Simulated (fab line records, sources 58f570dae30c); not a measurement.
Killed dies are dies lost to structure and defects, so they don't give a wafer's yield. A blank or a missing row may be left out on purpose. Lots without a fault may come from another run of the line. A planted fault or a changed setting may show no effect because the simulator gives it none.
Chamber matching | flow berkeley_cmos170 | UCB170_M2_ETCH_17 on rie_diel-01: 3 sister chambers
The step etches BARC in N2/H2. 16 wafers are shown with their chamber, then 7 later ones without.

WAFERS WITH THEIR CHAMBER
wafer  | chamber | drypump_motor_current_A (A) | throttle_valve_pct (%) | oes_product_au (a.u.)
L327.2 | 1       | 5.4                         | 13.38                  | 1.011
L327.4 | 0       | 6.6                         | 13.45                  | 0.990
L327.5 | 1       | 5.5                         | 13.38                  | 1.025
L330.1 | 1       | 5.5                         | 13.38                  | 1.019
L330.4 | 0       | 6.6                         | 13.45                  | 0.994
L330.6 | 2       | 5.4                         | 13.36                  | 1.006
L335.1 | 0       | 6.6                         | 13.46                  | 0.992
L335.2 | 2       | 5.4                         | 13.35                  | 1.008
L335.3 | 1       | 5.5                         | 13.37                  | 1.022
L334.1 | 1       | 5.5                         | 13.38                  | 1.024
L334.5 | 1       | 5.4                         | 13.39                  | 1.022
L334.6 | 0       | 6.6                         | 13.46                  | 1.002
L336.1 | 1       | 5.4                         | 13.39                  | 1.019
L336.3 | 0       | 6.6                         | 13.44                  | 0.992
L336.5 | 1       | 5.4                         | 13.38                  | 1.028
L339.2 | 1       | 5.5                         | 13.39                  | 1.018

SIGNATURES (means of the wafers above)
reading                 | chamber 0 | chamber 1 | chamber 2 | scatter within a chamber
drypump_motor_current_A | 6.600     | 5.456     | 5.400     | 0.0413
throttle_valve_pct      | 13.4520   | 13.3822   | 13.3550   | 0.00726
oes_product_au          | 0.99400   | 1.02089   | 1.00700   | 0.00466
Rule: a wafer's distance from a chamber is the root of the sum, over the readings, of the square of ((its reading less the chamber's mean) divided by the reading's scatter). The wafer belongs to the nearest chamber; if the next one is less than 2 further off, it can't be placed. The scatter: the root of (the sum of the squares of (reading less its chamber's mean) over the shown wafers, divided by (wafers less chambers)).

WAFERS WITHOUT THEIR CHAMBER
wafer  | drypump_motor_current_A (A) | throttle_valve_pct (%) | oes_product_au (a.u.)
L339.3 | 5.4                         | 13.35                  | 1.004
L339.6 | 6.6                         | 13.46                  | 0.978
L349.2 | 5.5                         | 13.38                  | 1.024
L349.5 | 6.6                         | 13.44                  | 0.977
L350.1 | 5.5                         | 13.38                  | 1.029
L350.2 | 6.6                         | 13.45                  | 0.976
L350.4 | 6.6                         | 13.45                  | 0.995

WHICH CHAMBER EACH WENT THROUGH
wafer  | from the rows above | in truth
L339.3 | 2                   | 2
L339.6 | 0                   | 0
L349.2 | 1                   | 1
L349.5 | 0                   | 0
L350.1 | 1                   | 1
L350.2 | 0                   | 0
L350.4 | 0                   | 0
Placed correctly: 7 of 7. Can't be placed from these rows: 0. Placed wrongly: 0.
